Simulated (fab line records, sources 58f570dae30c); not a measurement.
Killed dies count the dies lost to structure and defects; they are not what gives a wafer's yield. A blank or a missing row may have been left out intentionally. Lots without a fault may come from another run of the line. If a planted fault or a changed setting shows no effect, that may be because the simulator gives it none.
Lot-split experiment | flow berkeley-cmos170 | 23 wafers read from 5 lots, route of 331 steps

## THE SPLIT ITSELF
At UCB170_ACTIVE_PEB_11, the setting peb-temp-c was moved away from the recipe's 130 C on 7 of the 23 wafers read, by -1.8% to +0.8%. The other wafers ran this setting at the recipe's value.

## FROM THE SPLIT TO THE READING: what the file shows between them, 4 steps
- UCB170_ACTIVE_DEVELOP_12: develop time 45 s
- UCB170_ACTIVE_CD_MEAS_13: target cd 1200 nm
- UCB170_ACTIVE_ETCH_15: etches Si3N4 in CH3F/Ar/O2, stops on SiO2, target depth 242 nm, time 151 s
- UCB170_ACTIVE_STRIP_16: strips in O2

## THE READING
cd-nm, in nm, at UCB170_ACTIVE_CD_MEAS_90 (target cd 1200 nm). Typical for fault-free wafers on this fab line: 1199.8 nm, with standard deviation 1.2 nm.

wafer  | tool, chamber at the split | peb-temp-c as run, C | against the recipe | cd-nm, nm | against lot-mates on the recipe
L074.1 | litho-track-02, 0          | 130                  | recipe             | 1201.5    | -
L074.3 | litho-track-02, 0          | 130                  | recipe             | 1201.1    | -
L074.4 | litho-track-02, 0          | 130                  | recipe             | 1201.4    | -
L074.5 | litho-track-02, 0          | 127.7                | -1.8%              | 1217.2    | +15.9
L074.6 | litho-track-02, 0          | 127.7                | -1.8%              | 1216.9    | +15.6
L080.2 | litho-track-04, 0          | 130                  | recipe             | 1197.8    | -
L080.3 | litho-track-04, 0          | 130                  | recipe             | 1198.0    | -
L080.4 | litho-track-04, 0          | 130                  | recipe             | 1197.5    | -
L080.5 | litho-track-04, 0          | 131.1                | +0.8%              | 1191.3    | -6.5
L080.6 | litho-track-04, 0          | 131.1                | +0.8%              | 1189.7    | -8.1
L081.2 | litho-track-04, 0          | 128.2                | -1.4%              | 1211.6    | +12.2
L081.3 | litho-track-04, 0          | 128.2                | -1.4%              | 1213.7    | +14.3
L081.4 | litho-track-04, 0          | 128.2                | -1.4%              | 1212.0    | +12.6
L081.5 | litho-track-04, 0          | 130                  | recipe             | 1199.5    | -
L081.6 | litho-track-04, 0          | 130                  | recipe             | 1199.3    | -
L082.1 | litho-track-04, 0          | 130                  | recipe             | 1201.4    | -
L082.2 | litho-track-04, 0          | 130                  | recipe             | 1200.3    | -
L082.4 | litho-track-04, 0          | 130                  | recipe             | 1200.4    | -
L082.5 | litho-track-04, 0          | 130                  | recipe             | 1199.1    | -
L082.6 | litho-track-04, 0          | 130                  | recipe             | 1201.1    | -
L084.1 | litho-track-04, 0          | 130                  | recipe             | 1200.4    | -
L084.5 | litho-track-04, 0          | 130                  | recipe             | 1200.3    | -
L084.6 | litho-track-04, 0          | 130                  | recipe             | 1200.1    | -

FIT RESULTS
A straight line over all 23 wafers: cd-nm changes by -9.65 nm for each +1% of peb-temp-c; r = -0.98; the points scatter about the line by 1.3 nm.
The same after taking each lot's own level away (the mean of its wafers on the recipe; 23 wafers): -9.04 nm for each +1%; r = -1.00; scatter 0.63 nm.
According to that fit, moving peb-temp-c by its largest amount changes the reading by 16 nm.
The lots' own levels span 1197.77 to 1201.33 nm, that is 3.0 times the standard deviation above.
Consequently the slope shifts little with the lot-to-lot level, the two slopes agreeing.
Check: for one of the wafers moved furthest among these (-1.8%), held out of the fit, the line's prediction against its lot-mates is +16.1 nm. It came out at +15.9 nm against them.

## THESE WAFERS: OTHER SPLITS
These wafers also went through other splits before the reading. Each is held against what the fit with the lots' levels taken away leaves over:
other split on the same wafers       | wafers away from the commonest value | r with cd-nm (lot level and that fit taken away)
UCB170_START_OXIDATION_02 temp-c     | 15                                   | -0.05
UCB170_NWELL_COAT_07 resist-thk-nm   | 7                                    | -0.32
UCB170_NWELL_IMPLANT_14 energy-kev   | 11                                   | +0.16
UCB170_ACTIVE_OXIDATION_02 ox-time-s | 18                                   | -0.15

## THE WHOLE CHAIN: every reading that the file lists as answering this split, in the file's order
step                     | what it does                                                               | reading                                                       | change (the file's fit)              | r (the file's)
UCB170_ACTIVE_CD_MEAS_13 | target cd 1200 nm                                                          | cd-nm                                                         | -9.02 nm for each +1% of the setting | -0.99
UCB170_ACTIVE_ETCH_15    | etches Si3N4 in CH3F/Ar/O2, stops on SiO2, target depth 242 nm, time 151 s | ACTIVE.cd-nm (the simulator's own value, which no gauge read) | -9 nm for each +1% of the setting    | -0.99
UCB170_ACTIVE_CD_MEAS_90 | target cd 1200 nm                                                          | cd-nm                                                         | -9.03 nm for each +1% of the setting | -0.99

## FILE'S OWN FIT
cd-nm changes by -9.03 nm for each +1% of peb-temp-c, r = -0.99.
